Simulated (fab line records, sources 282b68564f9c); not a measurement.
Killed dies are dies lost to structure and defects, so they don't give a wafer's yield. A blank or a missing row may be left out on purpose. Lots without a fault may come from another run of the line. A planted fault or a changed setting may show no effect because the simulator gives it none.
Split-lot experiment | flow rit_cmos | 5 lots, 23 wafers read, on a route of 202 steps

THE SPLIT
At RIT_M1_SPUTTER_00 (material Al, target thk 400 nm, time 500 s), the setting power_w was moved away from the recipe's 2000 W on 6 of the 23 wafers read, by -4.6% to +7.7%. The other wafers ran this setting at the recipe's value.

FROM THE SPLIT TO THE READING: what the file shows between them, 1 step
- RIT_M1_RS_MEAS_01: measures by four-point-probe

THE READING
M1_AL_THK, in nm, at RIT_M1_THK_MEAS_02 (measures by xrf). Fault-free wafers of this fab line usually give 406 nm, standard deviation 4.2 nm.

wafer  | tool, chamber at the split | power_w as run, W | against the recipe | M1_AL_THK, nm | against lot-mates on the recipe
L075.2 | pvd_sputter-03, -          | 1907              | -4.6%              | 392           | -13
L075.3 | pvd_sputter-03, -          | 2000              | recipe             | 410           | -
L075.4 | pvd_sputter-03, -          | 2000              | recipe             | 406           | -
L075.5 | pvd_sputter-03, -          | 1907              | -4.6%              | 390           | -15
L075.6 | pvd_sputter-03, -          | 2000              | recipe             | 399           | -
L077.1 | pvd_sputter-03, -          | 2000              | recipe             | 413           | -
L077.3 | pvd_sputter-03, -          | 2000              | recipe             | 411           | -
L077.4 | pvd_sputter-03, -          | 2000              | recipe             | 411           | -
L077.5 | pvd_sputter-03, -          | 2000              | recipe             | 411           | -
L077.6 | pvd_sputter-03, -          | 2000              | recipe             | 414           | -
L078.1 | pvd_sputter-02, -          | 2000              | recipe             | 401           | -
L078.2 | pvd_sputter-02, -          | 2000              | recipe             | 404           | -
L078.3 | pvd_sputter-02, -          | 2000              | recipe             | 407           | -
L078.4 | pvd_sputter-02, -          | 2155              | +7.7%              | 442           | +38
L078.6 | pvd_sputter-02, -          | 2155              | +7.7%              | 439           | +35
L081.1 | pvd_sputter-03, -          | 2000              | recipe             | 413           | -
L081.5 | pvd_sputter-03, -          | 2000              | recipe             | 412           | -
L081.6 | pvd_sputter-03, -          | 2000              | recipe             | 413           | -
L085.1 | pvd_sputter-03, -          | 2000              | recipe             | 411           | -
L085.2 | pvd_sputter-03, -          | 2070              | +3.5%              | 419           | +10
L085.3 | pvd_sputter-03, -          | 2000              | recipe             | 405           | -
L085.5 | pvd_sputter-03, -          | 2070              | +3.5%              | 422           | +13
L085.6 | pvd_sputter-03, -          | 2000              | recipe             | 410           | -

THE FIT
A straight line over all 23 wafers: M1_AL_THK changes by +3.93 nm for each +1% of power_w; r = +0.94; the points scatter about the line by 4 nm.
The same after taking each lot's own level away (the mean of its wafers on the recipe; 23 wafers): +4.1 nm for each +1%; r = +0.97; scatter 3.2 nm.
On that fit, the largest move of power_w shifts the reading by 32 nm.
The lots' own levels span 404.0 to 412.7 nm, that is 2.1 times the standard deviation above.
So the lot-to-lot level changes the slope little: the two slopes agree.
Check: with one of the wafers moved furthest among these (+7.7%) left out of the fit, the line predicts +29.7 nm for it against its lot-mates. It came out at +38 nm against them.

OTHER SPLITS ON THESE WAFERS
These wafers also went through other splits before the reading. Each is held against what the fit with the lots' levels taken away leaves over:
other split on the same wafers        | wafers away from the commonest value | r with M1_AL_THK (lot level and that fit taken away)
RIT_GATE_DEVELOP_15 dev_temp_c        | 11                                   | -0.02
RIT_NSD_IMPLANT_08 energy_kev         | 9                                    | +0.12
RIT_PSD_IMPLANT_08 energy_kev         | 8                                    | -0.24
RIT_CONTACT_CVD_00 time_s             | 9                                    | +0.41
RIT_CONTACT_DEVELOP_07 develop_time_s | 11                                   | +0.21

THE WHOLE CHAIN: every reading that the file lists as answering this split, in the file's order
step                 | what it does                                                          | reading                                                                     | change (the file's fit)              | r (the file's)
RIT_M1_SPUTTER_00    | material Al, target thk 400 nm, time 500 s                            | Al_of_M1_SPUTTER_00.thk_nm (the simulator's own value, which no gauge read) | +3.82 nm for each +1% of the setting | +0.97
RIT_M1_RS_MEAS_01    | measures by four-point-probe                                          | M1_AL_RS                                                                    | -0.00067 for each +1% of the setting | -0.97
RIT_M1_THK_MEAS_02   | measures by xrf                                                       | M1_AL_THK                                                                   | +4.14 for each +1% of the setting    | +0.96
RIT_M1_METAL_ETCH_12 | etches Al in Cl2/BCl3, stops on SiO2, time 165 s, target depth 600 nm | etch.depth_nm (the simulator's own value, which no gauge read)              | +2.93 nm for each +1% of the setting | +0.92

THE FILE'S OWN FIT
M1_AL_THK changes by +4.14 nm for each +1% of power_w, r = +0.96.
